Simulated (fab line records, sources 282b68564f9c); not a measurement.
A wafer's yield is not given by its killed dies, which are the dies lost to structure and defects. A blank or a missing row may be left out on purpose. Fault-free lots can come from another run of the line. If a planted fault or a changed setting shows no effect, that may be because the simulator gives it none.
fab line records	flow rit_cmos
record: lots: 6	wafers: 18	last_day: 6
route steps=202 shown PLDD@118 SPACER@125 NSD@131 PSD@142 SDANNEAL@153 SILICIDE@161 M1@202
lots that met no fault: taken from a fault-free run of the same line
start_h: hours from the record's opening day to when the first of the lot's shown wafers began	wait_h: time in hours since the lot's previous step	" same as the row above	L1.1+2: several wafers, shown together as one row	- no value, or no start was given	* or withheld: withheld	< > ~ a bound
route shown NAME@n: names a module that has steps shown in the file, with the first one's number in the route	usual: average and standard deviation across the fault-free wafers	same: alike in all rows	chamber/n: place in a boat	sites: per-site readings	_std_site: their standard deviation	_edge_site: mean of outer sites minus mean of inner sites	radius_mm: for every site, how far away it sits from the centre of the wafer	mask NAME#n: copy n	behind: tool/chamber where the wafer was last shaped	hold: reason for holding the lot/hours on hold/outcome of the hold	device: the transistor (n, p or np) that didn't switch	end of line: the same wafers' tests at the end of the route	a step given without rows: its recipe and nothing more	killed: dies that structure and defects cost at the first sort, which is not the same as the wafer's yield	map: dies across one wafer; x = killed, . = not, _ = none there
set.NAME: the setting the step ran with; set.NAME@STEP: the setting that earlier step ran with	model.NAME: the simulator's own value behind a step, which no gauge read
a table for each step, a row for each wafer; lots at some steps of the route
services: a tool's chamber out of use, with start hour (start_h, from the record's first day; less than 0 if before it), hours out, and reason
== steps ==
step: RIT_PLDD_PEB_04
recipe: resist: NOVOLAK	temp_c: withheld	time_s: withheld
step: RIT_PLDD_DEVELOP_05
recipe: resist: NOVOLAK	develop_time_s: 50	dev_temp_c: 23
step: RIT_PLDD_OVL_MEAS_06
usual: PLDD_OVL: 1.0/1.6
lot.wafer	tool	chamber	start_h	wait_h	PLDD_OVL[nm]
L541.2	overlay-01	-	58.10	-	1.1
L541.3	"	-	"	"	2.8
L541.6	"	-	"	"	2.7
L545.2	overlay-01	-	74.54	-	3.4
L545.3	"	-	"	"	1.1
L545.5	"	-	"	"	0.4
L548.1	overlay-01	-	93.27	-	-0.2
L548.3	"	-	"	"	-1.5
L548.5	"	-	"	"	-0.4
L550.4	overlay-02	-	99.69	-	-0.5
L550.5	"	-	"	"	-0.5
L550.6	"	-	"	"	-0.3
L553.1	overlay-02	-	112.77	-	0.2
L553.4	"	-	"	"	0.9
L553.6	"	-	"	"	0.7
L557.1	overlay-02	-	133.26	-	-1.5
L557.2	"	-	"	"	0.1
L557.4	"	-	"	"	-0.5
step: RIT_PLDD_HARDBAKE_07
recipe: resist: NOVOLAK	temp_c: 140	time_s: 60
step: RIT_PLDD_IMPLANT_08
recipe: species: BF2	energy_kev: 20	dose_cm2: 9e+14	tilt_deg: 7
step: RIT_PLDD_STRIP_09
recipe: chemistry: O2	time_s: 180	resist: NOVOLAK	platen_temp_c: withheld	power_w: 500	pressure_mtorr: 4000	o2_flow_sccm: 4000
usual: drypump_motor_current_A: 5.88/0.24	o2_flow_sccm: 3999/13	rf_refl_power_W: 6.8/0.95
same: time_s: 180
lot.wafer	tool	chamber	start_h	wait_h	drypump_motor_current_A	o2_flow_sccm	rf_hours_counter_h	rf_refl_power_W
L541.2	plasma_asher-02	1	58.43	0.1	5.83	3989	40	7.0
L541.3	"	0	"	"	5.95	3991	-	7.9
L541.6	"	1	"	"	5.83	3995	-	7.0
L545.2	plasma_asher-01	0	74.87	0.1	5.56	4035	39	5.7
L545.3	"	0	"	"	5.55	4018	-	5.6
L545.5	"	1	"	"	6.06	4001	-	6.1
L548.1	plasma_asher-01	1	93.61	0.1	6.04	3974	41	6.2
L548.3	"	0	"	"	5.56	4001	-	5.5
L548.5	"	1	"	"	6.04	3994	-	6.0
L550.4	plasma_asher-01	0	100.07	0.1	5.61	4015	-	5.7
L550.5	"	0	"	"	5.58	4012	-	5.7
L550.6	"	1	"	"	6.06	4008	-	5.9
L553.1	plasma_asher-04	1	113.11	0.1	5.54	3983	32	6.7
L553.4	"	0	"	"	6.30	4010	-	7.7
L553.6	"	0	"	"	6.32	4004	-	7.8
L557.1	plasma_asher-01	1	133.59	0.1	6.07	4002	2	6.0
L557.2	"	0	"	"	5.58	4007	2	5.7
L557.4	"	0	"	"	5.57	4015	-	5.6
step: RIT_PLDD_TW_MEAS_10
usual: PLDD_TW: 2353/18
lot.wafer	tool	chamber	start_h	wait_h	PLDD_TW
L541.2	film_metro-02	-	58.62	0.1	2327
L541.3	"	-	"	"	2336
L541.6	"	-	"	"	2337
L545.2	film_metro-01	-	75.13	0.2	2351
L545.3	"	-	"	"	2336
L545.5	"	-	"	"	2348
L548.1	film_metro-01	-	93.78	0.1	2350
L548.3	"	-	"	"	2347
L548.5	"	-	"	"	2357
L550.4	film_metro-01	-	100.22	0.1	2346
L550.5	"	-	"	"	2349
L550.6	"	-	"	"	2357
L553.1	film_metro-01	-	113.29	0.1	2357
L553.4	"	-	"	"	2367
L553.6	"	-	"	"	2348
L557.1	film_metro-03	-	133.77	0.1	2381
L557.2	"	-	"	"	2392
L557.4	"	-	"	"	2392
step: RIT_SPACER_CLEAN_00
recipe: chemistry: SC1	mix: 3:3:50	time_s: 600	temp_c: 75
step: RIT_SPACER_CLEAN_01
recipe: chemistry: dHF	dilution: 50:1	time_s: 30
step: RIT_SPACER_CLEAN_02
recipe: chemistry: SC2	mix: 3:3:50	time_s: 600	temp_c: 75	dry: n2_spin
step: RIT_SPACER_CVD_03
recipe: material: Si3N4	target_thk_nm: 250	temp_c: 810	precursor: SiH2Cl2/NH3	time_s: 3300	pressure_mtorr: 300	sih2cl2_flow_sccm: 60	nh3_flow_sccm: 150
step: RIT_SPACER_THK_MEAS_04
recipe: reads: Si3N4_of_SPACER_CVD_03
usual: SPACER_NITRIDE_THK: 250.7/2.1
lot.wafer	tool	chamber	start_h	wait_h	SPACER_NITRIDE_THK[nm]
L541.2	film_metro-03	-	61.15	0.0	252.2
L541.3	"	-	"	"	251.8
L541.6	"	-	"	"	252.4
L545.2	film_metro-04	-	77.65	0.0	249.9
L545.3	"	-	"	"	250.6
L545.5	"	-	"	"	250.8
L548.1	film_metro-04	-	96.18	0.0	254.0
L548.3	"	-	"	"	255.8
L548.5	"	-	"	"	253.7
L550.4	film_metro-04	-	103.87	0.0	248.9
L550.5	"	-	"	"	249.5
L550.6	"	-	"	"	253.3
L553.1	film_metro-04	-	115.70	0.0	250.7
L553.4	"	-	"	"	250.6
L553.6	"	-	"	"	251.2
L557.1	film_metro-04	-	136.30	0.0	249.2
L557.2	"	-	"	"	249.4
L557.4	"	-	"	"	250.0
step: RIT_SPACER_ETCHBACK_05
recipe: target_depth_a: 2500	SF6_flow_sccm: 30	CHF3_flow_sccm: 30	target: Si3N4	chemistry: SF6/CHF3	pressure_mtorr: 40	rf_w: 250	time_s: 240	stop_on: SiO2
usual: drypump_motor_current_A: 6.0/0.49	oes_product_au: 0.846/0.011	throttle_valve_pct: 10.22/0.15
same: time_s: 240
lot.wafer	tool	chamber	start_h	wait_h	drypump_motor_current_A	oes_product_au	rf_hours_counter_h	throttle_valve_pct	model.poly-Si_of_GATE_CVD_08.thk_nm	model.Si3N4_of_SPACER_CVD_03.thk_nm
L541.2	rie_diel-03	2	61.20	0.0	6.5	0.851	82	10.08	166.3	197.6
L541.3	"	1	"	"	6.0	0.831	159	10.32	166.3	197.3
L541.6	"	2	"	"	6.5	0.852	-	10.08	164.4	197.7
L545.2	rie_diel-02	2	77.70	0.0	6.6	0.822	143	10.17	168.5	195.4
L545.3	"	1	"	"	5.6	0.845	38	10.37	168.5	195.7
L545.5	"	0	"	"	5.9	0.847	-	10.51	168.6	196.5
L548.1	rie_diel-02	3	96.24	0.1	5.1	0.868	68	10.19	169.5	199.9
L548.3	"	2	"	"	6.7	0.839	144	10.16	170.7	204
L548.5	"	0	"	"	5.9	0.849	-	10.50	168.9	199.9
L550.4	rie_diel-02	0	103.90	0.0	5.9	0.832	76	10.52	173.5	196
L550.5	"	3	"	"	5.1	0.868	-	10.17	169.4	196.1
L550.6	"	2	"	"	6.7	0.834	-	10.17	173.5	202.1
L553.1	rie_diel-03	0	115.76	0.1	6.7	0.864	5	10.21	168.9	197.6
L553.4	"	2	"	"	6.5	0.855	83	10.06	169.4	197.1
L553.6	"	1	"	"	6.0	0.839	-	10.33	168.9	198.1
L557.1	rie_diel-01	2	136.36	0.1	5.6	0.823	33	10.52	167.3	195.9
L557.2	"	1	"	"	5.7	0.840	6	10.12	169.4	196.9
L557.4	"	3	"	"	6.0	0.847	144	10.32	164.9	195.9
step: RIT_NSD_HMDS_00
recipe: prime_time_s: 60	prime_temp_c: 140
step: RIT_NSD_COAT_01
recipe: resist: NOVOLAK	spin_rpm: 3250	resist_thk_nm: 1000
step: RIT_NSD_SOFTBAKE_02
recipe: resist: NOVOLAK	temp_c: 90	time_s: 60
step: RIT_NSD_EXPOSE_03
recipe: mask_id: M9	na: 0.57	target_cd_nm: 40700	dose_mj: 250
step: RIT_NSD_PEB_04
recipe: resist: NOVOLAK	temp_c: withheld	time_s: withheld
step: RIT_NSD_DEVELOP_05
recipe: resist: NOVOLAK	develop_time_s: 50	dev_temp_c: 23
step: RIT_NSD_OVL_MEAS_06
usual: NSD_OVL: -0.8/1.2
lot.wafer	tool	chamber	start_h	wait_h	NSD_OVL[nm]
L541.2	overlay-01	-	62.33	-	-2.6
L541.3	"	-	"	"	0.2
L541.6	"	-	"	"	-3.8
L545.2	overlay-02	-	78.71	-	-1.0
L545.3	"	-	"	"	1.4
L545.5	"	-	"	"	-1.0
L548.1	overlay-01	-	97.24	-	-3.1
L548.3	"	-	"	"	-3.0
L548.5	"	-	"	"	-2.8
L550.4	overlay-01	-	104.92	-	0.8
L550.5	"	-	"	"	0.7
L550.6	"	-	"	"	-0.5
L553.1	overlay-02	-	116.76	-	-1.9
L553.4	"	-	"	"	-2.3
L553.6	"	-	"	"	-1.2
L557.1	overlay-01	-	137.49	-	0.1
L557.2	"	-	"	"	1.1
L557.4	"	-	"	"	-1.7
step: RIT_NSD_HARDBAKE_07
recipe: resist: NOVOLAK	temp_c: 140	time_s: 60
step: RIT_NSD_IMPLANT_08
recipe: species: P	energy_kev: 25	dose_cm2: 1e+15	tilt_deg: 7
step: RIT_NSD_STRIP_09
recipe: chemistry: O2	time_s: 180	resist: NOVOLAK	platen_temp_c: withheld	power_w: 500	pressure_mtorr: 4000	o2_flow_sccm: 4000
usual: drypump_motor_current_A: 5.93/0.29	o2_flow_sccm: 4004/12	rf_refl_power_W: 6.6/1.1
same: time_s: 180
lot.wafer	tool	chamber	start_h	wait_h	drypump_motor_current_A	o2_flow_sccm	rf_hours_counter_h	rf_refl_power_W
L541.2	plasma_asher-01	1	62.66	0.1	6.06	4003	38	6.0
L541.3	"	1	"	"	6.05	4007	-	5.8
L541.6	"	0	"	"	5.59	3996	-	5.7
L545.2	plasma_asher-01	1	79.04	0.1	6.09	4005	39	6.3
L545.3	"	1	"	"	6.08	3985	-	6.0
L545.5	"	0	"	"	5.55	4019	-	5.8
L548.1	plasma_asher-01	0	97.63	0.1	5.58	4003	41	5.6
L548.3	"	0	"	"	5.59	4007	-	5.3
L548.5	"	0	"	"	5.60	4001	-	5.3
L550.4	plasma_asher-01	1	105.29	0.1	6.09	3987	-	6.0
L550.5	"	1	"	"	6.09	4008	-	6.0
L550.6	"	0	"	"	5.58	4005	-	5.8
L553.1	plasma_asher-04	1	117.09	0.1	5.56	3985	33	6.9
L553.4	"	0	"	"	6.31	3989	-	8.1
L553.6	"	0	"	"	6.33	3990	-	7.9
L557.1	plasma_asher-03	1	137.83	0.1	6.31	4000	53	5.7
L557.2	"	0	"	"	5.93	4005	53	9.0
L557.4	"	1	"	"	6.29	4001	-	6.2
step: RIT_NSD_TW_MEAS_10
usual: NSD_TW: 3132/28
lot.wafer	tool	chamber	start_h	wait_h	NSD_TW
L541.2	film_metro-03	-	62.85	0.1	3174
L541.3	"	-	"	"	3163
L541.6	"	-	"	"	3163
L545.2	film_metro-02	-	79.23	0.1	3110
L545.3	"	-	"	"	3093
L545.5	"	-	"	"	3089
L548.1	film_metro-03	-	97.80	0.1	3178
L548.3	"	-	"	"	3167
L548.5	"	-	"	"	3161
L550.4	film_metro-02	-	105.44	0.1	3106
L550.5	"	-	"	"	3101
L550.6	"	-	"	"	3104
L553.1	film_metro-03	-	117.27	0.1	3156
L553.4	"	-	"	"	3156
L553.6	"	-	"	"	3161
L557.1	film_metro-03	-	138.00	0.1	3165
L557.2	"	-	"	"	3164
L557.4	"	-	"	"	3180
step: RIT_PSD_HMDS_00
recipe: prime_time_s: 60	prime_temp_c: 140
step: RIT_PSD_COAT_01
recipe: resist: NOVOLAK	spin_rpm: 3250	resist_thk_nm: 1000
step: RIT_PSD_SOFTBAKE_02
recipe: resist: NOVOLAK	temp_c: 90	time_s: 60
step: RIT_PSD_EXPOSE_03
recipe: mask_id: M10	na: 0.57	target_cd_nm: 40900	dose_mj: 250
step: RIT_PSD_PEB_04
recipe: resist: NOVOLAK	temp_c: withheld	time_s: withheld
step: RIT_PSD_DEVELOP_05
recipe: resist: NOVOLAK	develop_time_s: 50	dev_temp_c: 23
step: RIT_PSD_OVL_MEAS_06
usual: PSD_OVL: 0.5/1.4
lot.wafer	tool	chamber	start_h	wait_h	PSD_OVL[nm]
L541.2	overlay-02	-	63.88	-	0.8
L541.3	"	-	"	"	1.1
L541.6	"	-	"	"	2.1
L545.2	overlay-01	-	80.13	-	1.2
L545.3	"	-	"	"	0.7
L545.5	"	-	"	"	1.5
L548.1	overlay-02	-	98.88	-	0.2
L548.3	"	-	"	"	-1.7
L548.5	"	-	"	"	-0.3
L550.4	overlay-01	-	106.34	-	0.2
L550.5	"	-	"	"	0.7
L550.6	"	-	"	"	-0.4
L553.1	overlay-02	-	118.34	-	-0.8
L553.4	"	-	"	"	1.3
L553.6	"	-	"	"	-0.3
L557.1	overlay-01	-	139.04	-	0.8
L557.2	"	-	"	"	-0.8
L557.4	"	-	"	"	-0.1
step: RIT_PSD_HARDBAKE_07
recipe: resist: NOVOLAK	temp_c: 140	time_s: 60
step: RIT_PSD_IMPLANT_08
recipe: species: BF2	energy_kev: 27	dose_cm2: 5e+15	tilt_deg: 7
step: RIT_PSD_STRIP_09
recipe: chemistry: O2	time_s: 180	resist: NOVOLAK	platen_temp_c: withheld	power_w: 500	pressure_mtorr: 4000	o2_flow_sccm: 4000
usual: drypump_motor_current_A: 6.00/0.24	o2_flow_sccm: 4000/12	rf_refl_power_W: 7.5/0.96
same: time_s: 180
lot.wafer	tool	chamber	start_h	wait_h	drypump_motor_current_A	o2_flow_sccm	rf_hours_counter_h	rf_refl_power_W
L541.2	plasma_asher-04	0	64.21	0.1	6.30	3984	27	8.6
L541.3	"	0	"	"	6.29	3993	-	8.3
L541.6	"	1	"	"	5.55	4009	-	6.7
L545.2	plasma_asher-03	0	80.46	0.1	5.91	4024	47	8.4
L545.3	"	0	"	"	5.94	4008	-	8.7
L545.5	"	0	"	"	5.93	3999	-	8.9
L548.1	plasma_asher-03	0	99.22	0.1	5.93	4014	49	9.6
L548.3	"	0	"	"	5.91	4003	-	8.6
L548.5	"	0	"	"	5.93	3995	-	8.7
L550.4	plasma_asher-03	1	106.72	0.1	6.29	3992	-	6.2
L550.5	"	1	"	"	6.29	3982	-	6.0
L550.6	"	0	"	"	5.93	4004	-	8.4
L553.1	plasma_asher-02	1	118.68	0.1	5.88	4003	48	7.3
L553.4	"	0	"	"	5.94	3999	-	8.0
L553.6	"	0	"	"	5.95	4007	-	8.4
L557.1	plasma_asher-03	1	139.37	0.1	6.30	3995	54	6.0
L557.2	"	0	"	"	5.94	4006	54	8.3
L557.4	"	1	"	"	6.28	3999	-	6.3
step: RIT_PSD_TW_MEAS_10
usual: PSD_TW: 3436/29
lot.wafer	tool	chamber	start_h	wait_h	PSD_TW
L541.2	film_metro-02	-	64.40	0.1	3419
L541.3	"	-	"	"	3413
L541.6	"	-	"	"	3440
L545.2	film_metro-02	-	80.65	0.1	3422
L545.3	"	-	"	"	3410
L545.5	"	-	"	"	3412
L548.1	film_metro-01	-	99.39	0.1	3446
L548.3	"	-	"	"	3429
L548.5	"	-	"	"	3446
L550.4	film_metro-02	-	106.86	0.1	3421
L550.5	"	-	"	"	3413
L550.6	"	-	"	"	3403
L553.1	film_metro-02	-	118.85	0.1	3427
L553.4	"	-	"	"	3397
L553.6	"	-	"	"	3399
L557.1	film_metro-03	-	139.55	0.1	3479
L557.2	"	-	"	"	3469
L557.4	"	-	"	"	3493
step: RIT_SDANNEAL_CLEAN_00
recipe: chemistry: SC1	mix: 3:3:50	time_s: 600	temp_c: 75
step: RIT_SDANNEAL_CLEAN_01
recipe: chemistry: dHF	dilution: 50:1	time_s: 30
step: RIT_SDANNEAL_CLEAN_02
recipe: chemistry: SC2	mix: 3:3:50	time_s: 600	temp_c: 75	dry: n2_spin
same: time_s: 600
lot.wafer	tool	chamber	start_h	wait_h	model.poly-Si_of_GATE_CVD_08.thk_nm
L541.2+3	wet_bench-02	0	64.65	0.0	161.8
L541.6	"	0	"	"	159.9
L545.2	wet_bench-01	0	80.91	0.0	164.1
L545.3+5	"	0	"	"	164.2
L548.1	wet_bench-02	1	99.65	0.0	165.2
L548.3	"	1	"	"	166.4
L548.5	"	1	"	"	164.6
L550.4+6	wet_bench-02	1	107.26	0.0	169.2
L550.5	"	1	"	"	165
L553.1+6	wet_bench-03	2	119.11	0.0	164.5
L553.4	"	2	"	"	165
L557.1	wet_bench-03	3	139.82	0.0	162.9
L557.2	"	3	"	"	165
L557.4	"	3	"	"	160.5
step: RIT_SDANNEAL_RTA_03
recipe: temp_c: 1050	time_s: 5	idle_temp_c: 600	ramp_up_c_per_s: 342	ramp_down_c_per_s: 171	cool_to_c: 600	ambient: N2
usual: wafer_temp_C_max: 1053.6/1.1
same: time_s: 5
lot.wafer	tool	chamber	start_h	wait_h	wafer_temp_C_max
L541.2	rtp_anneal-02	0	64.84	0.0	1054.2
L541.3	"	0	"	"	1052.2
L541.6	"	0	"	"	1052.5
L545.2	rtp_anneal-02	0	81.11	0.0	1052.1
L545.3	"	0	"	"	1052.3
L545.5	"	0	"	"	1053.8
L548.1	rtp_anneal-02	0	99.82	0.0	1053.4
L548.3	"	0	"	"	1054.8
L548.5	"	0	"	"	1053.7
L550.4	rtp_anneal-01	0	107.48	0.0	1054.4
L550.5	"	0	"	"	1054.9
L550.6	"	0	"	"	1053.7
L553.1	rtp_anneal-02	0	119.46	0.0	1055.0
L553.4	"	0	"	"	1052.4
L553.6	"	0	"	"	1054.9
L557.1	rtp_anneal-02	0	140.17	0.0	1053.8
L557.2	"	0	"	"	1053.7
L557.4	"	0	"	"	1053.0
step: RIT_SDANNEAL_RS_MEAS_04
recipe: thk_meas_gauge: four-point-probe
usual: PSD_RS: 116.14/0.29
lot.wafer	tool	chamber	start_h	wait_h	PSD_RS[ohm/sq]
L541.2	film_metro-01	-	64.91	0.1	116.52
L541.3	"	-	"	"	116.17
L541.6	"	-	"	"	116.56
L545.2	film_metro-03	-	81.18	0.1	115.90
L545.3	"	-	"	"	115.83
L545.5	"	-	"	"	115.66
L548.1	film_metro-02	-	99.88	0.0	116.27
L548.3	"	-	"	"	116.49
L548.5	"	-	"	"	116.10
L550.4	film_metro-03	-	107.57	0.1	115.97
L550.5	"	-	"	"	115.66
L550.6	"	-	"	"	115.84
L553.1	film_metro-02	-	119.57	0.1	115.83
L553.4	"	-	"	"	116.38
L553.6	"	-	"	"	116.31
L557.1	film_metro-03	-	140.28	0.1	116.77
L557.2	"	-	"	"	116.42
L557.4	"	-	"	"	116.28
step: RIT_SDANNEAL_RS_MEAS_05
recipe: thk_meas_gauge: four-point-probe
usual: NSD_RS: 84.66/0.29
lot.wafer	tool	chamber	start_h	wait_h	NSD_RS[ohm/sq]
L541.2	film_metro-01	-	65.03	0.1	84.42
L541.3	"	-	"	"	84.43
L541.6	"	-	"	"	84.49
L545.2	film_metro-03	-	81.30	0.1	84.79
L545.3	"	-	"	"	84.31
L545.5	"	-	"	"	84.41
L548.1	film_metro-02	-	100.00	0.1	84.35
L548.3	"	-	"	"	84.16
L548.5	"	-	"	"	84.20
L550.4	film_metro-03	-	107.69	0.1	84.82
L550.5	"	-	"	"	84.86
L550.6	"	-	"	"	84.95
L553.1	film_metro-02	-	119.69	0.1	84.63
L553.4	"	-	"	"	84.73
L553.6	"	-	"	"	84.63
L557.1	film_metro-03	-	140.40	0.1	84.61
L557.2	"	-	"	"	84.50
L557.4	"	-	"	"	84.42
step: RIT_SDANNEAL_RS_MEAS_06
recipe: thk_meas_gauge: four-point-probe
usual: PLDD_RS: 179.0/0.46
lot.wafer	tool	chamber	start_h	wait_h	PLDD_RS[ohm/sq]
L541.2	film_metro-01	-	65.15	0.1	179.7
L541.3	"	-	"	"	178.7
L541.6	"	-	"	"	179.5
L545.2	film_metro-03	-	81.42	0.1	179.0
L545.3	"	-	"	"	178.9
L545.5	"	-	"	"	179.0
L548.1	film_metro-02	-	100.12	0.1	178.9
L548.3	"	-	"	"	179.2
L548.5	"	-	"	"	178.8
L550.4	film_metro-03	-	107.81	0.1	178.9
L550.5	"	-	"	"	179.1
L550.6	"	-	"	"	179.5
L553.1	film_metro-02	-	119.81	0.1	178.0
L553.4	"	-	"	"	178.7
L553.6	"	-	"	"	178.2
L557.1	film_metro-03	-	140.52	0.1	179.0
L557.2	"	-	"	"	178.6
L557.4	"	-	"	"	178.6
step: RIT_SILICIDE_WET_ETCH_00
recipe: chemistry: BOE	target: SiO2	target_depth_nm: 14	time_s: 15	dry: n2_spin	dilution: 10:1	temp_c: 21.5
same: time_s: 15
lot.wafer	tool	chamber	start_h	wait_h	model.Si3N4_of_SPACER_CVD_03.thk_nm
L541.2+6	wet_bench-01	0	65.37	0.1	196.5
L541.3	"	0	"	"	196.1
L545.2	wet_bench-03	2	81.64	0.1	194.2
L545.3	"	2	"	"	194.5
L545.5	"	2	"	"	195.3
L548.1+5	wet_bench-04	3	100.36	0.1	198.7
L548.3	"	3	"	"	202.8
L550.4	wet_bench-04	0	107.99	0.0	194.8
L550.5	"	0	"	"	195
L550.6	"	0	"	"	200.9
L553.1	wet_bench-01	1	120.05	0.1	196.4
L553.4	"	1	"	"	196
L553.6	"	1	"	"	196.9
L557.1+4	wet_bench-01	1	140.76	0.1	194.7
L557.2	"	1	"	"	195.8
step: RIT_M1_PROBE_99
usual: killed_at_M0_to_M3: 0.0/0.083	killed_at_contacts: 0.1/0.31	killed_at_front_end: 7/3	killed_dies: 7/3	killed_open: 3.2/1.9	killed_short: 3.6/2.2
same: gross_dies: 264	killed_at_M4_up: 0	killed_at_back_side: 0	killed_at_other: 0
lot.wafer	tool	chamber	start_h	wait_h	killed_at_M0_to_M3	killed_at_contacts	killed_at_front_end	killed_dies	killed_open	killed_short	model.etest.nmos_0p15.r_on_ohm_um	model.etest.pplus_sal.width_nm	model.etest.nplus_sal.width_nm	model.etest.pwell_pinched.rs_ohm_sq	model.etest.nwell_pinched.rs_ohm_sq	model.etest.contact_nplus.end_ohm_um	model.etest.diode_nplus_comb.leak_log10_a_cm2	model.etest.diode_pplus_nwell.bv_v
L541.2	prober-01	-	72.38	0.1	0	0	5	5	2	2	1126	3456	3454	459.8	336.5	42.38	-5.114	6.65
L541.3	prober-01	-	72.43	0.2	0	0	6	6	5	0	1088	3448	3465	463.3	337.9	42.25	-5.169	6.67
L541.6	prober-01	-	72.58	0.2	0	0	9	9	3	5	1086	3446	3436	458.7	335.9	40.59	-5.143	6.695
L545.2	prober-01	-	88.81	0.1	0	0	7	7	4	3	1112	3467	3457	467	342.6	42.87	-4.859	6.729
L545.3	prober-01	-	88.86	0.2	0	0	10	10	5	5	1112	3464	3464	460.2	342.7	40.97	-4.979	6.755
L545.5	prober-01	-	88.96	0.2	0	0	10	10	5	5	1102	3459	3451	463.2	338.9	40.94	-5.147	6.739
L548.1	prober-01	-	107.98	0.1	0	0	6	6	0	6	1097	3456	3463	456.2	334.8	41.45	-5.127	6.684
L548.3	prober-01	-	108.08	0.2	0	0	7	7	3	4	1028	3421	3418	445.4	325.5	37.96	-5.471	6.52
L548.5	prober-01	-	108.18	0.2	0	0	7	7	1	6	1102	3435	3453	454.2	335	39.66	-5.547	6.704
L550.4	prober-02	-	115.20	0.2	0	0	2	2	0	2	1071	3435	3449	456	335.5	40.18	-5.362	6.581
L550.5	prober-02	-	115.25	0.2	1	0	2	3	1	2	1091	3440	3451	456.8	334.2	40.97	-5.235	6.537
L550.6	prober-02	-	115.30	0.2	0	0	3	3	2	1	999.7	3392	3375	449.4	325.8	39.32	-5.634	6.425
L553.1	prober-01	-	127.11	0.1	0	0	13	13	6	7	1141	3440	3441	451.4	335.2	41.14	-5.331	6.677
L553.4	prober-01	-	127.26	0.2	0	1	10	11	6	5	1164	3480	3461	454.3	337.8	42.19	-5.047	6.652
L553.6	prober-01	-	127.36	0.2	0	0	2	2	2	0	1141	3452	3443	448.6	333.7	40.9	-5.338	6.61
L557.1	prober-01	-	147.92	0.1	0	0	10	10	7	3	1108	3436	3422	456	337.7	41.16	-5.034	6.723
L557.2	prober-01	-	147.97	0.1	0	1	6	7	5	2	1104	3438	3421	456.4	331.9	40.99	-5.419	6.676
L557.4	prober-01	-	148.07	0.2	0	0	10	10	6	4	1128	3447	3444	460.3	338	41.73	-5.21	6.747
killed by level:class
L541.2 FOX1:geometric_particle:open=1 GATE:geometric_particle:open=1 GATE:geometric_particle:short=1 SILICIDE:geometric_particle:short=1 PSD:coat_microbubble_printed=1
L541.3 SPACER:geometric_particle:open=2 FOX1:geometric_particle:open=1 GATE:geometric_particle:open=1 SILICIDE:geometric_particle:open=1 PSD:coat_microbubble_printed=1
L541.6 SPACER:geometric_particle:open=2 SILICIDE:geometric_particle:short=2 FOX1:geometric_particle:open=1 FOX1:geometric_particle:short=1 GATE:geometric_particle:short=1 SPACER:geometric_particle:short=1 PSD:coat_microbubble_printed=1
L545.2 FOX1:geometric_particle:open=2 FOX1:geometric_particle:short=2 GATE:geometric_particle:open=2 GATE:geometric_particle:short=1
L545.3 GATE:geometric_particle:open=2 SPACER:geometric_particle:short=2 SPACER:geometric_particle:open=2 FOX2:geometric_particle:short=1 GATE:geometric_particle:short=1 REOX:geometric_particle:short=1 REOX:geometric_particle:open=1
L545.5 GATE:geometric_particle:open=2 GATE:geometric_particle:short=2 FOX2:geometric_particle:short=1 FOX2:geometric_particle:open=1 SPACER:geometric_particle:open=1 SPACER:geometric_particle:short=1 SILICIDE:geometric_particle:short=1 SILICIDE:geometric_particle:open=1
L548.1 GATE:geometric_particle:short=4 FOX1:geometric_particle:short=2
L548.3 FOX1:geometric_particle:open=2 GATE:geometric_particle:short=2 FOX1:geometric_particle:short=1 SPACER:geometric_particle:open=1 SILICIDE:geometric_particle:short=1
L548.5 GATE:geometric_particle:short=3 FOX1:geometric_particle:short=1 GATE:geometric_particle:open=1 SPACER:geometric_particle:short=1 SILICIDE:geometric_particle:short=1
L550.4 GATE:geometric_particle:short=2
L550.5 GATE:geometric_particle:open=1 SPACER:geometric_particle:short=1 M1:geometric_particle:short=1
L550.6 GATE:geometric_particle:short=1 GATE:geometric_particle:open=1 SILICIDE:geometric_particle:open=1
L553.1 GATE:geometric_particle:short=4 SPACER:geometric_particle:open=2 ACTIVE:geometric_particle:short=1 FOX2:geometric_particle:open=1 GATE:geometric_particle:open=1 REOX:geometric_particle:open=1 SPACER:geometric_particle:short=1 SILICIDE:geometric_particle:open=1
L553.4 FOX2:geometric_particle:open=2 GATE:geometric_particle:short=2 GATE:geometric_particle:open=2 SPACER:geometric_particle:short=2 SILICIDE:geometric_particle:open=2 CONTACT:geometric_particle:short=1
L553.6 GATE:geometric_particle:open=1 SPACER:geometric_particle:open=1
L557.1 GATE:geometric_particle:open=5 GATE:geometric_particle:short=3 FOX1:geometric_particle:open=2
L557.2 FOX1:geometric_particle:open=2 GATE:geometric_particle:open=2 GATE:geometric_particle:short=1 SILICIDE:geometric_particle:short=1 CONTACT:geometric_particle:open=1
L557.4 FOX1:geometric_particle:open=3 SILICIDE:geometric_particle:open=3 GATE:geometric_particle:short=2 FOX1:geometric_particle:short=1 REOX:geometric_particle:short=1
== services ==
tool	chamber	start_h	hours	kind
rie_diel-02	1	50.83	7.6	repair
rie_diel-03	0	53.04	12.4	repair
wet_bench-04	-	53.49	1.7	repair
rie_diel-01	2	54.92	3.1	repair
plasma_asher-04	-	84.26	1.3	repair
rie_diel-03	1	101.81	-	clean
rie_diel-03	1	101.81	13.4	scheduled_down
rie_diel-03	1	101.81	13.4	vent_cycle
plasma_asher-04	-	103.48	2.8	pm
rie_diel-02	3	105.16	7.2	repair
wet_bench-04	-	108.73	0.5	repair
plasma_asher-01	-	108.75	9.0	pm
plasma_asher-01	0	108.75	9.0	vent_cycle
plasma_asher-01	1	108.75	9.0	vent_cycle
rie_diel-02	1	109.64	7.4	repair
plasma_asher-01	0	117.75	-	clean
plasma_asher-01	1	117.75	-	clean
== key ==
first_sign none at tools or gauges
model_effect: step: RIT_SPACER_ETCHBACK_05	value: poly-Si_of_GATE_CVD_08.thk_nm	without: 167.7	struck: 172.1
model_effect: step: RIT_SDANNEAL_CLEAN_02	value: poly-Si_of_GATE_CVD_08.thk_nm	without: 163.3	struck: 167.8
model_effect: step: RIT_SILICIDE_WET_ETCH_00	value: Si3N4_of_SPACER_CVD_03.thk_nm	without: 198.1	struck: 201.9
model_effect: step: RIT_M1_PROBE_99	value: etest.nmos_0p15.r_on_ohm_um	without: 1081	struck: 1014
met_at RIT_SPACER_ETCHBACK_05
struck_wafers L548.3,L550.6
tester_left_out L548,L550
onset_between 77.70 96.24
fault: kind: process_parameter_drift	tool: rie_diel-02	chamber: 2	onset_h: 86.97	steps: RIT_SPACER_ETCHBACK_05	channel: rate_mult	offset: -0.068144	shape: step	end_h: 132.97
tester_left_out: of these lots the tester's yield and bins aren't shown, on N5 and GAA mostly nor the transistor test; their killed dies are dies lost to structure and defects alone, not to doping, threshold or leakage, so they don't give the yield
